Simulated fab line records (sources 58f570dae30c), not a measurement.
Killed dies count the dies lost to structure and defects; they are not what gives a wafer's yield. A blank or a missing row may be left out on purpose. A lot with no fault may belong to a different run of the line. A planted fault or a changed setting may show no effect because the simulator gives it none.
Problem report, 8D (eight disciplines) form, completed by code -- flow berkeleyCmos170 -- the parts of the form that need people (team, actions taken, sign-off) are left out

1. THE PROBLEM
NLDD_TW at UCB170_NLDD_TW_MEAS_11 reads a mean of 2392 on 6 wafers of 2 lots; wafers without a fault read 2237 with a standard deviation of 23. That is +6.7 standard deviations from the usual mean.
First seen on wafer L142.2, day 9 12:23, on filmMetro-01. Wafers with a number at this step in the record: 36, from 12 lots. By rule, "out" or "out of limits" means more than 4 standard deviations away from the usual mean. The other wafers with a number count as sound.

2. WHAT IT IS AND WHAT IT IS NOT
question,is,is not
which readings at this step,NLDD_TW,-
which lots,"L140, L142","L130, L131, L144, L145, L146, L147, L148, L149, L151, L152"
which wafers of those lots,all that have a number,-
read on which gauges,"filmMetro-01, filmMetro-03",filmMetro-04
when,from day 9 12:23,"up to then (6 sound wafers); but 24 sound wafers of L144, L145, L146, L147, L148, L149, L151, L152 came after"

3. WHAT RULES OUT EACH SUSPECT
Counting: any tool at a process step up to the reading is kept as a suspect provided that every lot that is out went through it and no sound lot did after the first of them.
- the gauge at UCB170_NLDD_TW_MEAS_11: ruled out. Those wafers that are out were read across 2 gauges (filmMetro-01, filmMetro-03).
- implanter-03 at UCB170_NLDD_IMPLANT_08: kept. It ran every lot that is out, first L142 (day 9 11:59), and no sound lot after that; its last sound lot up to then is L130 (day 7 22:16). Its own readings are out on those wafers: doseIonsCm2, faradayCurrentUA.
After counting, what remains is implanter-03 at UCB170_NLDD_IMPLANT_08.

4. THE CAUSE (what the simulator had put in)
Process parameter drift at UCB170_NLDD_IMPLANT_08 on implanter-03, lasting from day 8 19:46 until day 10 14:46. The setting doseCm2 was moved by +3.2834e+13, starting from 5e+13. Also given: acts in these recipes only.
This tool alone remained once counting was done.

5. THE CHAIN OF EFFECTS, in route order
Rows list readings where the struck wafers' mean (over those with a number) sits beyond 3 standard deviations from the usual. Only readings for which the record gives a usual standard deviation are gone through. hours: the time from each lot's start at the first step in this table that gives one to its start at this step, as a median over the lots. sigmas: the change in usual standard deviations.
hours,step,reading,usual,on struck wafers,change,sigmas
0,UCB170_NLDD_IMPLANT_08,doseIonsCm2,5e+13,8e+13,+3e+13,+99 or more
0,UCB170_NLDD_IMPLANT_08,faradayCurrentUA,159,266,+107,+33
0,UCB170_NLDD_TW_MEAS_11,NLDD_TW,2237,2392,+155,+6.7
12,UCB170_SDANNEAL_RS_MEAS_05,NLDD_RS,616.2 ohm/sq,507.0,-109.2,-68
Here are the process steps it includes:
- UCB170_NLDD_IMPLANT_08

6. WHAT WOULD HAVE CAUGHT IT SOONER
Counted from the fault's start at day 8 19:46, it took 17 hours until the first out-of-limits reading at a measuring or inspecting step in this record, taken at day 9 12:23.
The tool's own readings at UCB170_NLDD_IMPLANT_08 were out on every struck wafer that the step has a row for (doseIonsCm2, faradayCurrentUA): an alarm limit on them would have fired on the first of those.
L140, from the lots that are out (2), started UCB170_NLDD_IMPLANT_08 on implanter-03 later than day 9 12:23. Putting the tool on hold at that point would have spared it.
